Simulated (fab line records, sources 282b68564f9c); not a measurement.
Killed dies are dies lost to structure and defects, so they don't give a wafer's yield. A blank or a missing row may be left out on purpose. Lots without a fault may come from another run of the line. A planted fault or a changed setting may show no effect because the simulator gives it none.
Split-lot experiment | flow rit_cmos | 5 lots, 23 wafers read, on a route of 202 steps

THE SPLIT
At RIT_PLDD_IMPLANT_08, the setting dose_cm2 was moved away from the recipe's 9e+14 on 10 of the 23 wafers read, by -6.3% to +6.6%. The other wafers ran this setting at the recipe's value.

FROM THE SPLIT TO THE READING: what the file shows between them, 2 steps
- RIT_SDANNEAL_RTA_03: time 5 s (also split here: time_s)
- RIT_SDANNEAL_RS_MEAS_04: measures by four-point-probe

THE READING
PLDD_RS, in ohm/sq, at RIT_SDANNEAL_RS_MEAS_06 (measures by four-point-probe). Fault-free wafers of this fab line usually give 178.6 ohm/sq, standard deviation 0.42 ohm/sq.

wafer  | tool, chamber at the split | dose_cm2 as run | against the recipe | PLDD_RS, ohm/sq | against lot-mates on the recipe
L076.1 | implanter-04, 0            | 9e+14           | recipe             | 180.2           | -
L076.2 | implanter-04, 0            | 9.516e+14       | +5.7%              | 175.9           | -4.1
L076.4 | implanter-04, 0            | 9.516e+14       | +5.7%              | 173.7           | -6.3
L076.5 | implanter-04, 0            | 9e+14           | recipe             | 178.9           | -
L076.6 | implanter-04, 0            | 9e+14           | recipe             | 180.9           | -
L077.2 | implanter-03, 0            | 9.593e+14       | +6.6%              | 173.2           | -5.8
L077.3 | implanter-03, 0            | 9e+14           | recipe             | 179.0           | -
L077.4 | implanter-03, 0            | 9.593e+14       | +6.6%              | 173.7           | -5.3
L077.5 | implanter-03, 0            | 9.593e+14       | +6.6%              | 173.2           | -5.8
L077.6 | implanter-03, 0            | 9e+14           | recipe             | 179.0           | -
L081.3 | implanter-01, 0            | 9e+14           | recipe             | 178.7           | -
L081.4 | implanter-01, 0            | 9e+14           | recipe             | 179.4           | -
L081.5 | implanter-01, 0            | 9e+14           | recipe             | 178.1           | -
L082.1 | implanter-01, 0            | 9e+14           | recipe             | 179.5           | -
L082.2 | implanter-01, 0            | 9.302e+14       | +3.4%              | 175.5           | -4.1
L082.3 | implanter-01, 0            | 9.302e+14       | +3.4%              | 176.8           | -2.8
L082.5 | implanter-01, 0            | 9e+14           | recipe             | 179.9           | -
L082.6 | implanter-01, 0            | 9e+14           | recipe             | 179.3           | -
L083.1 | implanter-04, 0            | 9e+14           | recipe             | 178.2           | -
L083.2 | implanter-04, 0            | 8.436e+14       | -6.3%              | 184.6           | +6.3
L083.3 | implanter-04, 0            | 8.436e+14       | -6.3%              | 184.6           | +6.3
L083.5 | implanter-04, 0            | 8.436e+14       | -6.3%              | 184.6           | +6.3
L083.6 | implanter-04, 0            | 9e+14           | recipe             | 178.4           | -

THE FIT
A straight line over all 23 wafers: PLDD_RS changes by -0.856 ohm/sq for each +1% of dose_cm2; r = -0.98; the points scatter about the line by 0.75 ohm/sq.
The same after taking each lot's own level away (the mean of its wafers on the recipe; 23 wafers): -0.935 ohm/sq for each +1%; r = -0.99; scatter 0.61 ohm/sq.
On that fit, the largest move of dose_cm2 shifts the reading by 6.2 ohm/sq.
The lots' own levels span 178.30 to 180.00 ohm/sq, that is 4.0 times the standard deviation above.
So the lot-to-lot level changes the slope little: the two slopes agree.
Check: with one of the wafers moved furthest among these (+6.6%) left out of the fit, the line predicts -6.09 ohm/sq for it against its lot-mates. It came out at -5.8 ohm/sq against them.

OTHER SPLITS ON THESE WAFERS
These wafers also went through other splits before the reading. Each is held against what the fit with the lots' levels taken away leaves over:
other split on the same wafers | wafers away from the commonest value | r with PLDD_RS (lot level and that fit taken away)
RIT_PRETRO_COAT_01 spin_rpm    | 8                                    | -0.14
RIT_GATE_CVD_08 temp_c         | 18                                   | +0.19
RIT_GATE_COAT_11 spin_rpm      | 8                                    | +0.12
RIT_GATE_DEVELOP_15 dev_temp_c | 8                                    | +0.36
RIT_NLDD_COAT_01 spin_rpm      | 7                                    | -0.07
RIT_SDANNEAL_RTA_03 time_s     | 6                                    | -0.46

THE FILE'S OWN FIT
PLDD_RS changes by -0.93 ohm/sq for each +1% of dose_cm2, r = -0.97.
